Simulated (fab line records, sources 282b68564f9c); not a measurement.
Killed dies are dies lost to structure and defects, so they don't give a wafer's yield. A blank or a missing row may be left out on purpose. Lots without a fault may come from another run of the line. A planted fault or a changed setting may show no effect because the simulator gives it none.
A struck lot beside a sound one | flow rit_cmos | 15 steps out of a route of 202
Sound: wafers L235.2, L235.3, L235.6. Struck: wafers L244.1, L244.2, L244.6. The cause comes at the end.
At each step with rows: each side's tool, then ch and its chambers, then its first start. Under that, the readings that differ: sound wafers | struck wafers | difference of the means | sigmas: that difference in standard deviations of wafers without a fault.
alike: readings whose means differ by less than 2 such deviations, and words and numbers that are the same on both sides. not compared: withheld readings, readings that some wafer has no value for, bounds like >300 that may hide the same value, and numbers for which the record gives no deviation and whose values overlap.
The two part at a step that has a row with sigmas, a row that says differs or no value, or rows on one side only. Numbers that don't overlap but have no deviation are shown without sigmas and don't part them. A reading that every wafer of one side lacks parts them only if that side has two wafers or more.

first, 3 steps without rows for these wafers: RIT_SPACER_CLEAN_01 (cleans in dHF, time 30 s); RIT_SPACER_CLEAN_02 (cleans in SC2, time 600 s); RIT_SPACER_CVD_03 (deposits Si3N4 from SiH2Cl2/NH3, target thk 250 nm, time 3300 s).
RIT_SPACER_THK_MEAS_04:
  sound on film_metro-04, day 3 20:41; struck on film_metro-04, day 5 18:58
  alike: SPACER_NITRIDE_THK
RIT_SPACER_ETCHBACK_05: etches Si3N4 in SF6/CHF3, stops on SiO2, target depth 250 nm, time 240 s.
  sound on rie_diel-02 ch 0,1,2, day 3 20:44; struck on rie_diel-01 ch 1,3, day 5 19:01
  alike: drypump_motor_current_A, oes_product_au, rf_fwd_power_W, throttle_valve_pct
  not compared: rf_hours_counter_h
then, 6 steps without rows for these wafers: RIT_NSD_HMDS_00 (prime time 60 s); RIT_NSD_COAT_01 (resist thk 1000 nm); RIT_NSD_SOFTBAKE_02 (time 60 s); RIT_NSD_EXPOSE_03 (exposes mask M9, target cd 40700 nm); RIT_NSD_PEB_04; RIT_NSD_DEVELOP_05 (develop time 50 s).
RIT_NSD_OVL_MEAS_06:
  sound on overlay-01, day 3 21:56; struck on overlay-01, day 5 20:01
  reading      | sound       | struck         | difference | sigmas
  NSD_OVL (nm) | 1.1 3.7 3.1 | -0.9 -1.5 -2.0 | -4.1       | -3
RIT_NSD_HARDBAKE_07: time 60 s.
  sound on litho_track-03 ch 0, day 3 21:59; struck on litho_track-02 ch 0, day 5 20:04
  reading                                  | sound                | struck               | difference | sigmas
  heater_power_total_W (W)                 | 62.59 62.54 62.63    | 58.39 58.37 58.38    | -4.21      | -93
  plate_temp_C (C)                         | 140.26 140.00 139.80 | 132.99 132.96 132.44 | -7.22      | -48
  model.NOVOLAK_of_NSD_COAT_01.thk_nm (nm) | 884.5 884.8 884.2    | 899.9 901.3 901      | +16.2      |
then, 1 step without rows for these wafers: RIT_NSD_IMPLANT_08.
RIT_M1_PROBE_99:
  sound on prober-01, day 4 08:28; struck on prober-02, day 6 06:14
  reading            | sound | struck | difference | sigmas
  killed_at_contacts | 0 0 0 | 2 0 0  | +1         | +3
  alike: killed_at_front_end, killed_dies, killed_open, killed_short

WHERE THEY PART
First at RIT_NSD_OVL_MEAS_06; last, within this record, at RIT_M1_PROBE_99.

WHY: what the simulator had put in
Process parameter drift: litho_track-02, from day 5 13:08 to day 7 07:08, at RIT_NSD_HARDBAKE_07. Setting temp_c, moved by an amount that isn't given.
